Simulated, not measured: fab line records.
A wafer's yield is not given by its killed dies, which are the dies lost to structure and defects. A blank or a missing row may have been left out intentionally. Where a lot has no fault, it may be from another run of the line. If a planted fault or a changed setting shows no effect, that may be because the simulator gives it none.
Tool commonality check || flow ritCmos || Lots sampled 13, wafers sampled 39

REASON FOR OPENING
2 of 13 lots carry a flag on the reading PSD_RS at RIT_SDANNEAL_RS_MEAS_04. Wafers without a fault read 115.9 ohm/sq, standard deviation 0.31.
Rule: a lot is flagged when every wafer of it that has a number lies more than 4 standard deviations from that mean, or none has a number. As for the other lots, they are considered sound.

{"lot": "L233", "measured": "day 3 08:26", "on": "filmMetro-01", "PSD_RS (ohm/sq), wafer by wafer": "116.2 116.3 116.3", "flag": ""}
{"lot": "L235", "measured": "day 3 17:04", "on": "filmMetro-02", "PSD_RS (ohm/sq), wafer by wafer": "115.6 115.7 116.0", "flag": ""}
{"lot": "L234", "measured": "day 3 17:48", "on": "filmMetro-01", "PSD_RS (ohm/sq), wafer by wafer": "116.2 116.4 115.8", "flag": ""}
{"lot": "L236", "measured": "day 4 05:04", "on": "filmMetro-01", "PSD_RS (ohm/sq), wafer by wafer": "116.1 116.0 116.1", "flag": ""}
{"lot": "L237", "measured": "day 4 11:31", "on": "filmMetro-03", "PSD_RS (ohm/sq), wafer by wafer": "115.7 115.8 115.9", "flag": ""}
{"lot": "L238", "measured": "day 4 14:13", "on": "filmMetro-03", "PSD_RS (ohm/sq), wafer by wafer": "115.4 115.7 115.8", "flag": ""}
{"lot": "L239", "measured": "day 4 14:28", "on": "filmMetro-02", "PSD_RS (ohm/sq), wafer by wafer": "116.0 115.6 115.8", "flag": ""}
{"lot": "L242", "measured": "day 5 11:49", "on": "filmMetro-03", "PSD_RS (ohm/sq), wafer by wafer": "115.9 116.0 115.5", "flag": ""}
{"lot": "L246", "measured": "day 6 10:26", "on": "filmMetro-01", "PSD_RS (ohm/sq), wafer by wafer": "130.4 130.1 129.9", "flag": "FLAGGED"}
{"lot": "L248", "measured": "day 6 22:57", "on": "filmMetro-03", "PSD_RS (ohm/sq), wafer by wafer": "129.8 130.0 130.4", "flag": "FLAGGED"}
{"lot": "L251", "measured": "day 7 12:11", "on": "filmMetro-03", "PSD_RS (ohm/sq), wafer by wafer": "115.4 115.6 115.5", "flag": ""}
{"lot": "L253", "measured": "day 7 18:44", "on": "filmMetro-01", "PSD_RS (ohm/sq), wafer by wafer": "116.6 116.3 116.4", "flag": ""}
{"lot": "L255", "measured": "day 8 09:26", "on": "filmMetro-01", "PSD_RS (ohm/sq), wafer by wafer": "116.3 115.9 116.1", "flag": ""}
On average the flagged lots' numbers are 130.1 ohm/sq, which is +14.2 ohm/sq against the usual, or +46 standard deviations.

EACH LOT AND THE TOOL IT RAN ON
The record holds 1 process step before the reading, out of a route of 202 steps. Read each cell as the tool, then ch plus the chambers that the sampled wafers visited, then the start.
{"lot": "L233", "flag": "", "RIT_SDANNEAL_RTA_03": "rtpAnneal-02 ch 0, day 3 08:22"}
{"lot": "L235", "flag": "", "RIT_SDANNEAL_RTA_03": "rtpAnneal-01 ch 0, day 3 16:59"}
{"lot": "L234", "flag": "", "RIT_SDANNEAL_RTA_03": "rtpAnneal-02 ch 0, day 3 17:44"}
{"lot": "L236", "flag": "", "RIT_SDANNEAL_RTA_03": "rtpAnneal-01 ch 0, day 4 05:00"}
{"lot": "L237", "flag": "", "RIT_SDANNEAL_RTA_03": "rtpAnneal-02 ch 0, day 4 11:26"}
{"lot": "L238", "flag": "", "RIT_SDANNEAL_RTA_03": "rtpAnneal-01 ch 0, day 4 14:06"}
{"lot": "L239", "flag": "", "RIT_SDANNEAL_RTA_03": "rtpAnneal-02 ch 0, day 4 14:23"}
{"lot": "L242", "flag": "", "RIT_SDANNEAL_RTA_03": "rtpAnneal-01 ch 0, day 5 11:42"}
{"lot": "L246", "flag": "FLAGGED", "RIT_SDANNEAL_RTA_03": "rtpAnneal-01 ch 0, day 6 10:22"}
{"lot": "L248", "flag": "FLAGGED", "RIT_SDANNEAL_RTA_03": "rtpAnneal-01 ch 0, day 6 22:53"}
{"lot": "L251", "flag": "", "RIT_SDANNEAL_RTA_03": "rtpAnneal-02 ch 0, day 7 12:07"}
{"lot": "L253", "flag": "", "RIT_SDANNEAL_RTA_03": "rtpAnneal-02 ch 0, day 7 18:41"}
{"lot": "L255", "flag": "", "RIT_SDANNEAL_RTA_03": "rtpAnneal-02 ch 0, day 8 09:22"}
What the steps here do:
- RIT_SDANNEAL_RTA_03: time 5 s.
- RIT_SDANNEAL_RS_MEAS_04: measures by four-point-probe.

FLAGGED AGAINST TOTAL, ONE TOOL AT A TIME (gauges that did the reading follow at the end)
{"step": "RIT_SDANNEAL_RTA_03", "tool": "rtpAnneal-01", "lots run": 6, "flagged": 2, "share of the flagged lots": "all", "sound lots run after its first flagged lot": 0}
{"step": "RIT_SDANNEAL_RTA_03", "tool": "rtpAnneal-02", "lots run": 7, "flagged": 0, "share of the flagged lots": "none", "sound lots run after its first flagged lot": "-"}
{"step": "RIT_SDANNEAL_RS_MEAS_04", "tool": "filmMetro-01", "lots run": 6, "flagged": 1, "share of the flagged lots": "some", "sound lots run after its first flagged lot": "2 (L253,L255)"}
{"step": "RIT_SDANNEAL_RS_MEAS_04", "tool": "filmMetro-02", "lots run": 2, "flagged": 0, "share of the flagged lots": "none", "sound lots run after its first flagged lot": "-"}
{"step": "RIT_SDANNEAL_RS_MEAS_04", "tool": "filmMetro-03", "lots run": 5, "flagged": 1, "share of the flagged lots": "some", "sound lots run after its first flagged lot": "1 (L251)"}

WHAT THE TABLE ALLOWS
All flagged lots share 1 row of the table, namely rtpAnneal-01 at RIT_SDANNEAL_RTA_03.
- rtpAnneal-01 at RIT_SDANNEAL_RTA_03: 2 of its 6 lots flagged. It ran its last sound lot, L242, at day 5 11:42 and its first flagged lot, L246, at day 6 10:22: a fault with its onset between the two fits. Its own readings lie more than 4 standard deviations out on every wafer of the flagged lots: wafer_temp_C_max.
Left over: one tool, rtpAnneal-01 at RIT_SDANNEAL_RTA_03.

WHAT WAS PUT IN BY THE SIMULATOR
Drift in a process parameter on rtpAnneal-01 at RIT_SDANNEAL_RTA_03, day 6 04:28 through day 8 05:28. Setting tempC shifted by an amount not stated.
Struck lots among those shown: L246, L248. The rule given above showed the same thing.
